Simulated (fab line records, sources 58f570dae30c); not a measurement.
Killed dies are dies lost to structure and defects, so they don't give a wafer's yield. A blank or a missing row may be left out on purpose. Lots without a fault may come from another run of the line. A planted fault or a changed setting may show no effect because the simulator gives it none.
Tool commonality check | flow berkeley_cmos170 | 14 lots, 42 wafers sampled

WHY IT WAS OPENED
At UCB170_PSD_TW_MEAS_10 the reading PSD_TW is flagged on 2 of 14 lots. Wafers without a fault read 2318, standard deviation 24.
Rule: a lot is flagged when every wafer of it that has a number lies more than 4 standard deviations from that mean, or none has a number. The other lots count as sound.

lot  | measured     | on            | PSD_TW, wafer by wafer | flag
L465 | day 6 12:16  | film_metro-01 | 2293 2270 2280         |
L466 | day 6 15:53  | film_metro-03 | 2321 2320 2328         |
L467 | day 6 16:09  | film_metro-03 | 2333 2322 2321         |
L469 | day 7 12:16  | film_metro-04 | 2324 2336 2329         |
L472 | day 7 22:34  | film_metro-01 | 2297 2300 2309         |
L471 | day 7 22:42  | film_metro-03 | 2333 2322 2331         |
L473 | day 8 07:48  | film_metro-03 | 2329 2327 2329         |
L478 | day 9 04:22  | film_metro-01 | 2286 2265 2277         |
L476 | day 9 04:36  | film_metro-03 | 2445 2457 2454         | FLAGGED
L477 | day 9 04:58  | film_metro-04 | 2345 2355 2343         |
L480 | day 9 17:24  | film_metro-03 | 2452 2461 2457         | FLAGGED
L482 | day 10 03:43 | film_metro-04 | 2334 2332 2343         |
L485 | day 10 06:59 | film_metro-01 | 2277 2290 2281         |
L488 | day 11 11:38 | film_metro-04 | 2359 2361 2352         |
The numbers of the flagged lots are 2454 on average: +136 against the usual, or +6 standard deviations.

WHICH TOOL RAN EACH LOT
The record holds 4 process steps before the reading, out of a route of 331 steps. In each cell: the tool, then ch and the chambers that the sampled wafers went through, then the start.
lot  | flag    | UCB170_PVT_STRIP_08                  | UCB170_NLDD_STRIP_10                 | UCB170_PSD_IMPLANT_08           | UCB170_PSD_STRIP_09
L465 |         | plasma_asher-02 ch 0,1, day 5 08:54  | plasma_asher-01 ch 0,1, day 6 05:41  | implanter-02 ch 0, day 6 12:01  | plasma_asher-02 ch 0,1, day 6 12:10
L466 |         | plasma_asher-03 ch 0,1, day 5 17:21  | plasma_asher-02 ch 0,1, day 6 09:49  | implanter-02 ch 0, day 6 15:39  | plasma_asher-03 ch 1, day 6 15:47
L467 |         | plasma_asher-02 ch 0,1, day 5 15:17  | plasma_asher-01 ch 0,1, day 6 10:01  | implanter-03 ch 0, day 6 15:54  | plasma_asher-02 ch 0,1, day 6 16:03
L469 |         | plasma_asher-03 ch 0,1, day 6 10:06  | plasma_asher-02 ch 1, day 7 05:13    | implanter-04 ch 0, day 7 12:01  | plasma_asher-02 ch 0,1, day 7 12:10
L472 |         | plasma_asher-02 ch 0,1, day 7 00:09  | plasma_asher-04 ch 0,1, day 7 16:52  | implanter-02 ch 0, day 7 22:19  | plasma_asher-02 ch 0,1, day 7 22:28
L471 |         | plasma_asher-03 ch 0,1, day 7 00:19  | plasma_asher-02 ch 0,1, day 7 17:55  | implanter-03 ch 0, day 7 22:28  | plasma_asher-01 ch 0,1, day 7 22:35
L473 |         | plasma_asher-03 ch 0, day 7 05:23    | plasma_asher-04 ch 0,1, day 8 01:22  | implanter-02 ch 0, day 8 07:34  | plasma_asher-01 ch 0,1, day 8 07:41
L478 |         | plasma_asher-01 ch 0,1, day 8 04:32  | plasma_asher-04 ch 0,1, day 8 20:51  | implanter-04 ch 0, day 9 04:07  | plasma_asher-02 ch 0,1, day 9 04:16
L476 | FLAGGED | plasma_asher-02 ch 0,1, day 8 04:23  | plasma_asher-01 ch 0,1, day 8 20:28  | implanter-02 ch 0, day 9 04:21  | plasma_asher-01 ch 0,1, day 9 04:30
L477 |         | plasma_asher-03 ch 0,1, day 8 03:55  | plasma_asher-02 ch 0,1, day 8 21:05  | implanter-03 ch 0, day 9 04:43  | plasma_asher-02 ch 0,1, day 9 04:52
L480 | FLAGGED | plasma_asher-03 ch 0,1, day 8 15:29  | plasma_asher-01 ch 0,1, day 9 12:23  | implanter-02 ch 0, day 9 17:09  | plasma_asher-02 ch 0,1, day 9 17:18
L482 |         | plasma_asher-02 ch 0,1, day 9 07:12  | plasma_asher-04 ch 0,1, day 9 21:11  | implanter-03 ch 0, day 10 03:28 | plasma_asher-01 ch 0,1, day 10 03:37
L485 |         | plasma_asher-02 ch 1, day 9 12:12    | plasma_asher-02 ch 0,1, day 10 01:17 | implanter-04 ch 0, day 10 06:44 | plasma_asher-03 ch 0,1, day 10 06:53
L488 |         | plasma_asher-03 ch 0,1, day 10 11:25 | plasma_asher-02 ch 0,1, day 11 02:10 | implanter-04 ch 0, day 11 11:23 | plasma_asher-02 ch 0,1, day 11 11:32
What these steps do:
- UCB170_PVT_STRIP_08: strips in O2.
- UCB170_NLDD_STRIP_10: strips in O2.
- UCB170_PSD_IMPLANT_08
- UCB170_PSD_STRIP_09: strips in O2.
- UCB170_PSD_TW_MEAS_10

FLAGGED OVER TOTAL, TOOL BY TOOL (the gauges that took the reading come last)
step                  | tool            | lots run | flagged | share of the flagged lots | sound lots run after its first flagged lot
UCB170_PVT_STRIP_08   | plasma_asher-01 | 1        | 0       | none                      | -
UCB170_PVT_STRIP_08   | plasma_asher-02 | 6        | 1       | some                      | 2 (L482,L485)
UCB170_PVT_STRIP_08   | plasma_asher-03 | 7        | 1       | some                      | 1 (L488)
UCB170_NLDD_STRIP_10  | plasma_asher-01 | 4        | 2       | all                       | 0
UCB170_NLDD_STRIP_10  | plasma_asher-02 | 6        | 0       | none                      | -
UCB170_NLDD_STRIP_10  | plasma_asher-04 | 4        | 0       | none                      | -
UCB170_PSD_IMPLANT_08 | implanter-02    | 6        | 2       | all                       | 0
UCB170_PSD_IMPLANT_08 | implanter-03    | 4        | 0       | none                      | -
UCB170_PSD_IMPLANT_08 | implanter-04    | 4        | 0       | none                      | -
UCB170_PSD_STRIP_09   | plasma_asher-01 | 4        | 1       | some                      | 1 (L482)
UCB170_PSD_STRIP_09   | plasma_asher-02 | 8        | 1       | some                      | 1 (L488)
UCB170_PSD_STRIP_09   | plasma_asher-03 | 2        | 0       | none                      | -
UCB170_PSD_TW_MEAS_10 | film_metro-01   | 4        | 0       | none                      | -
UCB170_PSD_TW_MEAS_10 | film_metro-03   | 6        | 2       | all                       | 0
UCB170_PSD_TW_MEAS_10 | film_metro-04   | 4        | 0       | none                      | -

WHAT THE TABLE ALLOWS
3 rows of the table ran every flagged lot: plasma_asher-01 at UCB170_NLDD_STRIP_10, implanter-02 at UCB170_PSD_IMPLANT_08, film_metro-03 at UCB170_PSD_TW_MEAS_10.
- plasma_asher-01 at UCB170_NLDD_STRIP_10: 2 of its 4 lots flagged. Its last sound lot is L467 (day 6 10:01), its first flagged lot L476 (day 8 20:28): a fault that began between those two fits.
- implanter-02 at UCB170_PSD_IMPLANT_08: 2 of its 6 lots flagged. Its last sound lot is L473 (day 8 07:34), its first flagged lot L476 (day 9 04:21): a fault that began between those two fits. Its own readings lie more than 4 standard deviations out on every wafer of the flagged lots: dose_ions_cm2, faraday_current_uA.
- film_metro-03 at UCB170_PSD_TW_MEAS_10: 2 of its 6 lots flagged. Its last sound lot is L473 (day 8 07:48), its first flagged lot L476 (day 9 04:36): a fault that began between those two fits.
Counting lots can't tell these 3 tools apart, because each fits a fault that began at some hour. More lots, or a look at what each step does to the wafer, might.

WHAT THE SIMULATOR HAD PUT IN
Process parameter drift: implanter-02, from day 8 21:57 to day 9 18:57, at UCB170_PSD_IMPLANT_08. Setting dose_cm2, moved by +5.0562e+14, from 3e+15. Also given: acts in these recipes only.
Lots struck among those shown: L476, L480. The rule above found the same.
